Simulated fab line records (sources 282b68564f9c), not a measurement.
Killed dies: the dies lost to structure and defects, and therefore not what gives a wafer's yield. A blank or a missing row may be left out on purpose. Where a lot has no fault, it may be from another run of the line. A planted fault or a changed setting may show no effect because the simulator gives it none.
Which tool is to blame? / flow rit-cmos / 45 wafers sampled from 15 lots at 1 step of a route of 202

== WHAT EACH GAUGE READ, for each wafer ==
The record holds no reading of a measuring or inspecting step that can be judged against a usual standard deviation.

== TOOL THAT RAN EACH LOT (tool first, then ch and the chambers of the sampled wafers, then the start) ==
lot=L928; RIT_PRETRO_COAT_01=litho-track-03 ch 0, day 2 13:07
lot=L929; RIT_PRETRO_COAT_01=litho-track-01 ch 0, day 2 18:55
lot=L930; RIT_PRETRO_COAT_01=litho-track-02 ch 0, day 2 23:12
lot=L931; RIT_PRETRO_COAT_01=litho-track-03 ch 0, day 3 04:22
lot=L936; RIT_PRETRO_COAT_01=litho-track-03 ch 0, day 4 07:14
lot=L937; RIT_PRETRO_COAT_01=litho-track-01 ch 0, day 4 12:48
lot=L938; RIT_PRETRO_COAT_01=litho-track-02 ch 0, day 4 17:45
lot=L939; RIT_PRETRO_COAT_01=litho-track-03 ch 0, day 4 22:01
lot=L940; RIT_PRETRO_COAT_01=litho-track-03 ch 0, day 5 02:00
lot=L941; RIT_PRETRO_COAT_01=litho-track-03 ch 0, day 5 06:53
lot=L945; RIT_PRETRO_COAT_01=litho-track-02 ch 0, day 6 02:19
lot=L946; RIT_PRETRO_COAT_01=litho-track-01 ch 0, day 6 06:41
lot=L947; RIT_PRETRO_COAT_01=litho-track-01 ch 0, day 6 10:56
lot=L948; RIT_PRETRO_COAT_01=litho-track-02 ch 0, day 6 16:46
lot=L949; RIT_PRETRO_COAT_01=litho-track-02 ch 0, day 6 21:53
- RIT_PRETRO_COAT_01: resist thk 1300 nm.

== AS READ BY THE TOOLS THEMSELVES (means over the sampled wafers that have a number; for cases with no such wafer, the mark the record gives instead) ==
RIT_PRETRO_COAT_01.
lot=L928; tool=litho-track-03; resist-line-temp-C (C)=22.91; spin-speed-rpm (rpm)=2001.7
lot=L929; tool=litho-track-01; resist-line-temp-C (C)=23.11; spin-speed-rpm (rpm)=1999.4
lot=L930; tool=litho-track-02; resist-line-temp-C (C)=23.00; spin-speed-rpm (rpm)=2001.1
lot=L931; tool=litho-track-03; resist-line-temp-C (C)=23.01; spin-speed-rpm (rpm)=2000.7
lot=L936; tool=litho-track-03; resist-line-temp-C (C)=22.93; spin-speed-rpm (rpm)=1998.5
lot=L937; tool=litho-track-01; resist-line-temp-C (C)=22.97; spin-speed-rpm (rpm)=1998.5
lot=L938; tool=litho-track-02; resist-line-temp-C (C)=22.98; spin-speed-rpm (rpm)=1999.8
lot=L939; tool=litho-track-03; resist-line-temp-C (C)=23.01; spin-speed-rpm (rpm)=1859.2
lot=L940; tool=litho-track-03; resist-line-temp-C (C)=22.85; spin-speed-rpm (rpm)=1860.4
lot=L941; tool=litho-track-03; resist-line-temp-C (C)=22.95; spin-speed-rpm (rpm)=1858.2
lot=L945; tool=litho-track-02; resist-line-temp-C (C)=23.05; spin-speed-rpm (rpm)=1999.5
lot=L946; tool=litho-track-01; resist-line-temp-C (C)=22.92; spin-speed-rpm (rpm)=2001.2
lot=L947; tool=litho-track-01; resist-line-temp-C (C)=23.01; spin-speed-rpm (rpm)=1998.7
lot=L948; tool=litho-track-02; resist-line-temp-C (C)=22.96; spin-speed-rpm (rpm)=2000.7
lot=L949; tool=litho-track-02; resist-line-temp-C (C)=23.11; spin-speed-rpm (rpm)=1999.3

== THE ANSWER, worked out from the rows above alone ==
Rule: the usual values come from the lots themselves. The widest of any qualifying gaps counts: lots, ordered by their means at a reading, are off when they make up no more than a third of the lots, leave a main group of 4 or more, and stand apart from it by 3 or more times the standard deviation of that group's means. If all means in a main group match to the digits the tables above print for the reading, that group is not used. Also off: a lot with no number at a reading for which 4 or more lots have one. The other lots that the step has rows for count as sound. First the gauges in route order, then the tools' own readings, where a lot's mean is used as printed above. At the first step where some lot is off, the reading lying furthest off is the one used; lots without a number count as furthest.
Off at RIT_PRETRO_COAT_01 (spin-speed-rpm): L939, L940, L941. The main group: mean 1999.9 rpm, standard deviation 1.1.
If a tool, at that step or one of the process steps before it, ran each lot that is off and ran no sound lot following the first of them, it fits. One fits: RIT_PRETRO_COAT_01 on litho-track-03. Its last sound lot is L936 (day 4 07:14), its first lot that is off L939 (day 4 22:01): a fault that began between those two fits.
On the lots that are off, the tool's own readings at RIT_PRETRO_COAT_01 differ by more than 5 times the standard deviation of the sound lots' means, which bears it out; spin-speed-rpm reads 1859.3 rpm there versus 1999.9 rpm on the sound lots.

== WHAT THE SIMULATOR HAD INSERTED ==
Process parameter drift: litho-track-03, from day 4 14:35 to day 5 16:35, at RIT_PRETRO_COAT_01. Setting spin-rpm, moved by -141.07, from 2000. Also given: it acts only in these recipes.
Shown lots that were struck: L939, L940, L941. The rule above found the same.
